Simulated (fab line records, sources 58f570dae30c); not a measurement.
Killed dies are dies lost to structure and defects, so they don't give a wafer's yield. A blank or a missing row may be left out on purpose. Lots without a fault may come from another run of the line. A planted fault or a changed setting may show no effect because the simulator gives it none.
fab line records | flow berkeley_cmos170
record lots=14 wafers=42 last_day=12
route steps=331 shown PWELL@49 CONTACT@222 M1@248 M2@272
lots that met no fault: from a run of the same line without faults
start_h: hours from the record's first day to the start of the lot's first wafer shown | wait_h: hours since the lot's step before | " the same as in the row above | L1.1+2: a row that stands for several wafers | - no value, or no start given | * or withheld: withheld | < > ~ a bound
route shown NAME@n: a module of which the file shows steps, and the number in the route of the first | usual: mean/standard deviation of fault-free wafers | same: alike in all rows | chamber/n: place in a boat | sites: the reading at each site | _std_site: their standard deviation | _edge_site: outer sites' mean less inner sites' | radius_mm: how far each site lies from the wafer's centre | mask NAME#n: copy n | behind: the tool/chamber that last shaped the wafer | hold: why the lot was held/for how many hours/how that ended | device: the transistor (n, p or np) that didn't switch | end of line: the same wafers' tests at the end of the route | a step without rows: its recipe alone | killed: dies lost to structure and defects at the first sort, not the wafer's yield | map: a wafer's dies, x killed, . not, _ none there
set.NAME: the setting as run; set.NAME@STEP: as run at that earlier step | model.NAME: the simulator's own value behind a step, which no gauge read
steps of the route over a sample of lots; a table a step, a row a wafer
services: from which hour (start_h, from the record's first day; less than 0 if before it) a tool's chamber was out of use, for how many hours, and why
## steps
# step UCB170_PWELL_IMPLANT_15
# recipe species=B dose_cm2=5e+12 energy_kev=60 tilt_deg=7
# usual beam_on_s=10.01/0.2 dose_ions_cm2=5e+12/5.4e+09 faraday_current_uA=15.8/0.32
# columns lot.wafer tool chamber start_h wait_h beam_on_s dose_ions_cm2 faraday_current_uA
L526.2 implanter-01 0 52.19 0.1 9.99 5.007e+12 15.9
L526.5 " 0 " " 10.03 5.004e+12 15.8
L526.6 " 0 " " 10.46 4.993e+12 15.1
L528.1 implanter-01 0 67.97 0.1 10.21 4.996e+12 15.5
L528.2 " 0 " " 9.94 4.992e+12 16.0
L528.6 " 0 " " 10.19 4.985e+12 15.5
L529.3 implanter-01 0 68.47 0.1 10.18 5.004e+12 15.5
L529.5 " 0 " " 9.63 4.998e+12 16.4
L529.6 " 0 " " 9.84 4.989e+12 16.2
L530.3 implanter-01 0 76.13 0.1 9.93 4.999e+12 16.0
L530.5 " 0 " " 9.86 5.004e+12 16.0
L530.6 " 0 " " 9.72 5.007e+12 16.2
L531.1 implanter-02 0 89.79 0.1 9.89 5.007e+12 15.9
L531.2 " 0 " " 9.98 5.006e+12 15.9
L531.6 " 0 " " 10.01 5.004e+12 15.8
L533.2 implanter-01 0 96.72 0.1 9.95 5.001e+12 16.0
L533.5 " 0 " " 10.29 5.013e+12 15.5
L533.6 " 0 " " 10.39 5.004e+12 15.3
L535.4 implanter-04 0 108.99 0.1 10.55 4.993e+12 15.0
L535.5 " 0 " " 10.08 4.996e+12 15.8
L535.6 " 0 " " 9.98 5.005e+12 15.9
L536.2 implanter-01 0 109.21 0.1 10.35 4.994e+12 15.4
L536.3 " 0 " " 10.56 5.001e+12 15.1
L536.4 " 0 " " 9.91 4.995e+12 16.0
L538.2 implanter-04 0 121.45 0.1 9.91 4.992e+12 15.9
L538.5 " 0 " " 9.98 5.002e+12 15.9
L538.6 " 0 " " 9.98 5.004e+12 15.8
L539.2 implanter-02 0 128.89 0.1 10.16 4.993e+12 15.7
L539.4 " 0 " " 9.82 4.993e+12 16.3
L539.5 " 0 " " 9.79 4.997e+12 16.2
L540.2 implanter-01 0 129.16 0.1 10.03 6.203e+12 19.6
L540.4 " 0 " " 10.15 6.197e+12 19.4
L540.5 " 0 " " 10.25 6.199e+12 19.2
L541.1 implanter-04 0 135.96 0.1 9.85 4.999e+12 16.1
L541.3 " 0 " " 10.07 4.999e+12 15.7
L541.5 " 0 " " 9.96 4.998e+12 15.9
L542.3 implanter-01 0 136.17 0.1 10.05 6.198e+12 19.6
L542.4 " 0 " " 9.86 6.202e+12 20.0
L542.6 " 0 " " 10.19 6.198e+12 19.2
L547.1 implanter-02 0 162.11 0.1 9.94 5.008e+12 16.0
L547.4 " 0 " " 9.89 5.002e+12 15.9
L547.5 " 0 " " 10.11 5.006e+12 15.7
# step UCB170_PWELL_TW_MEAS_17
# usual PWELL_TW=385/5.4
# columns lot.wafer tool chamber start_h wait_h PWELL_TW
L526.2 film_metro-04 - 52.43 0.1 378
L526.5 " - " " 380
L526.6 " - " " 379
L528.1 film_metro-03 - 68.22 0.1 390
L528.2 " - " " 389
L528.6 " - " " 388
L529.3 film_metro-03 - 68.69 0.1 389
L529.5 " - " " 387
L529.6 " - " " 390
L530.3 film_metro-03 - 76.35 0.1 387
L530.5 " - " " 388
L530.6 " - " " 388
L531.1 film_metro-03 - 90.04 0.1 389
L531.2 " - " " 388
L531.6 " - " " 386
L533.2 film_metro-04 - 96.95 0.1 381
L533.5 " - " " 381
L533.6 " - " " 380
L535.4 film_metro-04 - 109.20 0.1 380
L535.5 " - " " 379
L535.6 " - " " 379
L536.2 film_metro-03 - 109.44 0.1 392
L536.3 " - " " 392
L536.4 " - " " 391
L538.2 film_metro-03 - 121.68 0.1 391
L538.5 " - " " 389
L538.6 " - " " 390
L539.2 film_metro-03 - 129.13 0.1 389
L539.4 " - " " 389
L539.5 " - " " 389
L540.2 film_metro-03 - 129.39 0.1 416
L540.4 " - " " 415
L540.5 " - " " 412
L541.1 film_metro-03 - 136.21 0.1 389
L541.3 " - " " 391
L541.5 " - " " 390
L542.3 film_metro-03 - 136.39 0.1 415
L542.4 " - " " 417
L542.6 " - " " 416
L547.1 film_metro-03 - 162.36 0.1 389
L547.4 " - " " 389
L547.5 " - " " 387
# step UCB170_CONTACT_STRIP_06
# recipe chemistry=O2 power_w=400 pressure_mtorr=3500 platen_temp_c=withheld o2_flow_sccm=400 overash_fraction=0.5
# usual drypump_motor_current_A=6.32/0.22 oes_product_au=0.734/0.0044 strip_time_to_endpoint_s=21.95/0.066
# columns lot.wafer tool chamber start_h wait_h drypump_motor_current_A oes_product_au rf_hours_counter_h strip_time_to_endpoint_s
L526.2 plasma_asher-02 1 177.46 0.1 6.60 0.735 41 22.12
L526.5 " 1 " " 6.58 0.729 - 22.10
L526.6 " 0 " " 6.36 0.738 - 22.15
L530.3 plasma_asher-03 1 193.43 0.1 5.79 0.734 - 21.92
L530.5 " 1 " " 5.73 0.731 - 21.94
L530.6 " 0 " " 6.43 0.734 - 21.90
L528.1 plasma_asher-01 0 193.48 0.1 6.22 0.733 43 21.87
L528.2 " 1 " " 6.38 0.731 43 21.91
L528.6 " 0 " " 6.20 0.732 - 21.90
L529.3 plasma_asher-02 1 193.88 0.1 6.57 0.733 - 22.00
L529.5 " 0 " " 6.35 0.732 - 22.13
L529.6 " 1 " " 6.57 0.727 - 22.08
L531.1 plasma_asher-02 1 204.23 0.1 6.52 0.732 44 21.96
L531.2 " 0 " " 6.39 0.739 44 21.89
L531.6 " 1 " " 6.52 0.738 - 21.92
L533.2 plasma_asher-01 1 216.29 0.1 6.40 0.735 45 21.98
L533.5 " 1 " " 6.40 0.733 - 21.98
L533.6 " 0 " " 6.17 0.740 - 21.91
L535.4 plasma_asher-01 0 224.96 0.1 6.20 0.738 - 21.93
L535.5 " 0 " " 6.19 0.734 - 21.98
L535.6 " 1 " " 6.32 0.727 - 21.99
L536.2 plasma_asher-01 0 225.22 0.1 6.19 0.736 46 21.92
L536.3 " 0 " " 6.16 0.741 - 21.87
L536.4 " 1 " " 6.36 0.735 - 21.84
L538.2 plasma_asher-03 0 234.40 0.1 6.43 0.731 12 21.90
L538.5 " 1 " " 5.78 0.733 - 21.84
L538.6 " 0 " " 6.43 0.735 - 21.95
L539.2 plasma_asher-02 1 246.75 0.1 6.57 0.737 49 21.91
L539.4 " 0 " " 6.36 0.739 - 22.01
L539.5 " 1 " " 6.58 0.736 - 21.92
L542.3 plasma_asher-01 1 246.78 0.1 6.34 0.744 - 21.98
L542.4 " 0 " " 6.18 0.738 - 21.94
L542.6 " 0 " " 6.20 0.737 - 22.00
L540.2 plasma_asher-01 0 248.55 0.1 6.15 0.737 49 21.91
L540.4 " 1 " " 6.33 0.740 - 21.91
L540.5 " 1 " " 6.34 0.737 - 21.93
L541.1 plasma_asher-02 0 248.76 0.1 6.38 0.735 49 21.93
L541.3 " 1 " " 6.55 0.735 - 21.93
L541.5 " 1 " " 6.53 0.734 - 21.92
L547.1 plasma_asher-01 1 276.68 0.1 6.36 0.738 53 21.91
L547.4 " 0 " " 6.17 0.732 - 21.99
L547.5 " 0 " " 6.20 0.732 - 21.98
# step UCB170_M1_OVL_MEAS_10
# usual M1_OVL=1/4.3
# columns lot.wafer tool chamber start_h wait_h M1_OVL[nm]
L526.2 overlay-02 - 180.87 0.1 -8
L526.5 " - " " 0
L526.6 " - " " -9
L530.3 overlay-01 - 199.66 0.1 4
L530.5 " - " " -1
L530.6 " - " " 3
L528.1 overlay-02 - 199.75 0.1 3
L528.2 " - " " -1
L528.6 " - " " 4
L529.3 overlay-02 - 199.93 0.1 4
L529.5 " - " " 0
L529.6 " - " " 3
L531.1 overlay-02 - 209.41 0.1 3
L531.2 " - " " 3
L531.6 " - " " -2
L533.2 overlay-01 - 220.18 0.1 1
L533.5 " - " " 2
L533.6 " - " " 6
L535.4 overlay-02 - 229.42 0.1 0
L535.5 " - " " -1
L535.6 " - " " -2
L536.2 overlay-02 - 229.87 0.1 8
L536.3 " - " " 4
L536.4 " - " " 5
L538.2 overlay-01 - 238.27 0.1 4
L538.5 " - " " 1
L538.6 " - " " 3
L539.2 overlay-02 - 250.13 0.1 -1
L539.4 " - " " 3
L539.5 " - " " 0
L542.3 overlay-01 - 250.65 0.1 0
L542.4 " - " " 0
L542.6 " - " " -4
L540.2 overlay-01 - 251.91 0.1 -2
L540.4 " - " " -5
L540.5 " - " " -1
L541.1 overlay-01 - 252.28 0.1 -2
L541.3 " - " " -4
L541.5 " - " " -3
L547.1 overlay-01 - 280.90 0.1 -4
L547.4 " - " " -3
L547.5 " - " " -1
# step UCB170_M2_SPUTTER_01
# recipe material=Al target_thk_nm=900 time_s=120 power_w=6000 chamber_pressure_pa=0.5
# usual throttle_valve_pct=30.1/1.1
# columns lot.wafer tool chamber start_h wait_h throttle_valve_pct
L526.2 pvd_sputter-01 - 185.08 0.0 30.1
L526.5 " - " " 30.8
L526.6 " - " " 30.7
L530.3 pvd_sputter-02 - 204.59 0.0 29.7
L530.5 " - " " 26.5
L530.6 " - " " 29.9
L528.1 pvd_sputter-03 - 204.83 0.0 30.1
L528.2 " - " " 30.0
L528.6 " - " " 29.5
L529.3 pvd_sputter-01 - 205.07 0.0 30.2
L529.5 " - " " 30.1
L529.6 " - " " 31.1
L531.1 pvd_sputter-01 - 214.10 0.0 30.4
L531.2 " - " " 30.5
L531.6 " - " " 31.2
L533.2 pvd_sputter-01 - 225.43 0.0 30.1
L533.5 " - " " 30.8
L533.6 " - " " 30.2
L535.4 pvd_sputter-02 - 233.92 0.0 29.9
L535.5 " - " " 29.5
L535.6 " - " " 32.9
L536.2 pvd_sputter-03 - 238.11 0.0 30.0
L536.3 " - " " 29.2
L536.4 " - " " 30.2
L538.2 pvd_sputter-01 - 242.67 0.0 30.8
L538.5 " - " " 30.9
L538.6 " - " " 30.8
L539.2 pvd_sputter-03 - 254.44 0.0 29.3
L539.4 " - " " 30.2
L539.5 " - " " 30.2
L542.3 pvd_sputter-03 - 258.13 0.0 29.8
L542.4 " - " " 29.2
L542.6 " - " " 29.0
L540.2 pvd_sputter-02 - 258.25 0.0 26.7
L540.4 " - " " 32.5
L540.5 " - " " 29.9
L541.1 pvd_sputter-01 - 258.41 0.0 30.7
L541.3 " - " " 31.1
L541.5 " - " " 30.7
L547.1 pvd_sputter-01 - 287.49 0.0 30.8
L547.4 " - " " 31.4
L547.5 " - " " 30.4
## services
# columns tool chamber start_h hours kind
implanter-02 - 54.93 11.7 repair
implanter-04 - 77.47 1.9 repair
plasma_asher-02 - 83.59 6.3 repair
pvd_sputter-03 - 104.14 0.5 repair
implanter-02 - 108.67 4.3 pm
plasma_asher-03 - 108.75 9.0 pm
plasma_asher-03 0 108.75 9.0 vent_cycle
plasma_asher-03 - 121.00 0.4 repair
plasma_asher-02 - 162.91 2.0 repair
plasma_asher-03 - 172.13 2.8 pm
implanter-04 - 177.65 3.9 repair
pvd_sputter-03 - 180.12 13.8 repair
pvd_sputter-01 3 204.91 - consumable_replace:kit
pvd_sputter-01 3 204.91 18.0 scheduled_down
pvd_sputter-01 3 204.91 18.0 vent_cycle
pvd_sputter-01 - 208.07 1.0 repair
plasma_asher-01 - 211.73 2.3 repair
implanter-01 - 226.04 2.4 pm
pvd_sputter-03 - 242.50 2.7 repair
pvd_sputter-01 - 243.11 1.2 repair
implanter-01 - 249.75 26.2 repair
pvd_sputter-02 - 270.77 3.1 repair
implanter-02 - 276.26 6.2 repair
implanter-01 - 286.39 12.3 pm
## key
first_sign step=UCB170_PWELL_IMPLANT_15 reading=dose_ions_cm2 direction=up sigmas=99+ usual=5e+12 struck=6.2e+12
effect step=UCB170_PWELL_IMPLANT_15 reading=faraday_current_uA direction=up sigmas=11 usual=15.8 struck=19.5
effect step=UCB170_PWELL_TW_MEAS_17 reading=PWELL_TW direction=up sigmas=5.5 usual=385 struck=415
met_at UCB170_PWELL_IMPLANT_15
struck_lots L540,L542
tester_left_out L540,L542
not_acting_at UCB170_CONTACT_STRIP_06,UCB170_M1_OVL_MEAS_10,UCB170_M2_SPUTTER_01
onset_between 109.21 129.16
fault kind=process_parameter_drift tool=implanter-01 chamber=- onset_h=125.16 steps=UCB170_PWELL_IMPLANT_15 channel=dose_cm2 offset=1.2e+12 shape=step end_h=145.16 acts_in=these_recipes_only stated=5e+12
# tester_left_out: of these lots the tester's yield and bins aren't shown, on N5 and GAA mostly nor the transistor test; their killed dies are dies lost to structure and defects alone, not to doping, threshold or leakage, so they don't give the yield
